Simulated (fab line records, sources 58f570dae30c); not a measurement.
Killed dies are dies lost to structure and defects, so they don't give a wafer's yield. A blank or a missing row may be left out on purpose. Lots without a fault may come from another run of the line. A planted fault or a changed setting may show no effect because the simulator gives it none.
Problem report in the 8D (eight disciplines) form, filled by code | flow berkeley_cmos170 | the parts of the form that need people (team, actions taken, sign-off) are left out

1. THE PROBLEM
SPACER_TEOS_THK at UCB170_SPACER_THK_MEAS_01 reads a mean of 281 nm on 6 wafers of 2 lots; wafers without a fault read 378 nm with a standard deviation of 4.9. That is -20 standard deviations from the usual mean.
First seen on wafer L175.2, day 8 01:56, on film_metro-01. The record holds 39 wafers of 13 lots with a number at this step. Rule for "out", or "out of limits": more than 4 standard deviations from the usual mean. The other wafers with a number count as sound.

2. WHAT IT IS AND WHAT IT IS NOT
question                    | is                           | is not
which readings at this step | SPACER_TEOS_THK              | -
which lots                  | L175, L176                   | L167, L168, L172, L181, L182, L184, L186, L187, L188, L189, L190
which wafers of those lots  | all that have a number       | -
read on which gauges        | film_metro-01, film_metro-03 | film_metro-04
when                        | from day 8 01:56             | up to then (9 sound wafers); but 24 sound wafers of L181, L182, L184, L186, L187, L188, L189, L190 came after

3. SUSPECTS, AND WHAT RULES EACH OUT
Counting: a tool at a process step up to the reading stays a suspect if it ran every lot that is out and no sound lot after the first of them.
- the gauge at UCB170_SPACER_THK_MEAS_01: ruled out. The wafers that are out were read on 2 gauges (film_metro-01, film_metro-03).
- pecvd-02 at UCB170_SPACER_CVD_00 (deposits SiO2 from TEOS/O2, target thk 376 nm, time 47 s): ruled out as a lasting fault. Sound lots L188 ran on it after its first lot that is out, L175 (day 8 01:53).
Left after counting: nothing in the record.

4. THE CAUSE (what the simulator had put in)
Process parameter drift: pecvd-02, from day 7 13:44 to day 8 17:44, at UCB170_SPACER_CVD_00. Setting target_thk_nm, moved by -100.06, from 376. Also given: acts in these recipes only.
Counting ruled it out, wrongly: the rule takes a fault to strike every lot that its tool runs from its start on, and this one did not.

5. THE CHAIN OF EFFECTS, in route order
Each row: a reading whose mean over the struck wafers that have a number lies more than 3 standard deviations from the usual. Only readings for which the record gives a usual standard deviation are gone through. hours: the time from each lot's start at the first step in this table that gives one to its start at this step, as a median over the lots. sigmas: the change in usual standard deviations.
hours | step                      | reading         | usual      | on struck wafers | change | sigmas
0     | UCB170_SPACER_THK_MEAS_01 | SPACER_TEOS_THK | 378 nm     | 281              | -97    | -20
10    | UCB170_SPACER_ETCHBACK_03 | oes_product_au  | 0.903 a.u. | 0.733            | -0.170 | -8.9
The process steps in it:
- UCB170_SPACER_ETCHBACK_03: etches SiO2 in CHF3/CF4/Ar, stops on Si, target depth 376 nm, time 100 s.

6. WHAT WOULD HAVE CAUGHT IT SOONER
In this record the first reading out of limits at a measuring or inspecting step was taken at day 8 01:56, 12 hours after the fault began at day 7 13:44.
Of the tool readings at UCB170_SPACER_CVD_00 for which the record gives a usual standard deviation, none was out on any struck wafer, so an alarm limit of 4 standard deviations on them would not have fired.
